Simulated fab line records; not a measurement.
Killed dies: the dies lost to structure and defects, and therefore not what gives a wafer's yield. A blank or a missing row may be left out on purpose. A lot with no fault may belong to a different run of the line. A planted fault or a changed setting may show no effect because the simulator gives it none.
Which tool was responsible?    flow ritCmos    Sampling: 8 lots, 24 wafers, 2 of 202 route steps

WHAT THE GAUGES READ, wafer by wafer
RIT_CONTACT_OVL_MEAS_09.
lot   measured     on          CONTACT_OVL (nm)
L168  day 3 17:02  overlay-02  5.4 3.4 4.8
L170  day 4 03:02  overlay-01  -0.7 0.1 0.7
L174  day 4 21:57  overlay-02  0.2 -1.4 -2.2
L177  day 5 13:59  overlay-02  2.5 1.0 2.2
L179  day 5 17:58  overlay-02  -151.1 -151.0 -152.5
L181  day 6 08:19  overlay-01  -149.1 -147.7 -148.6
L185  day 7 05:36  overlay-02  2.3 2.1 0.1
L188  day 8 04:19  overlay-01  -0.6 -0.1 0.5

TOOL THAT RAN EACH LOT (tool first, then ch and the chambers of the sampled wafers, then the start)
lot   RIT_CONTACT_EXPOSE_05
L168  ilineStepper-02 ch 0, day 3 16:22
L170  ilineStepper-02 ch 0, day 4 02:25
L174  ilineStepper-01 ch 0, day 4 21:10
L177  ilineStepper-01 ch 0, day 5 13:22
L179  ilineStepper-01 ch 0, day 5 17:20
L181  ilineStepper-01 ch 0, day 6 07:41
L185  ilineStepper-02 ch 0, day 7 04:58
L188  ilineStepper-02 ch 0, day 8 03:41
- RIT_CONTACT_EXPOSE_05: exposes mask M11, target cd 1000 nm.

THE ANSWER, worked out from the rows above alone
Rule: the lots themselves supply what counts as usual. Put in order of their means at a reading, lots are off if they are a third of the lots or fewer, leave a main group of 4 or more, and stand apart from it by a gap of 3 or more times the standard deviation of the main group's means; of several such gaps the widest counts. The tables above print the reading to a certain number of digits; a main group whose means all agree to those digits is not used. Also off: a lot with no number at a reading for which 4 or more lots have one. Where the step has rows for the other lots, those lots are counted as sound.
Off: at RIT_CONTACT_OVL_MEAS_09 (CONTACT_OVL), L179, L181. For the main group the mean is 1.1 nm and the standard deviation 1.8.
If a tool, at a process step before that reading, ran all the lots that are off and no sound lot after the first of them, it fits. Those tools and the gauges at RIT_CONTACT_OVL_MEAS_09 are tried in the same way. One candidate fits, namely ilineStepper-01 at RIT_CONTACT_EXPOSE_05. Its last sound lot is L177 (day 5 13:22), its first lot that is off L179 (day 5 17:20): a fault that began between those two fits.

WHAT HAD BEEN PUT IN BY THE SIMULATOR
Scanner matching overlay: ilineStepper-01, from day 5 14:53 on, at RIT_CONTACT_EXPOSE_05. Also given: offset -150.
Shown lots that were struck: L179, L181. The rule given above showed the same thing.
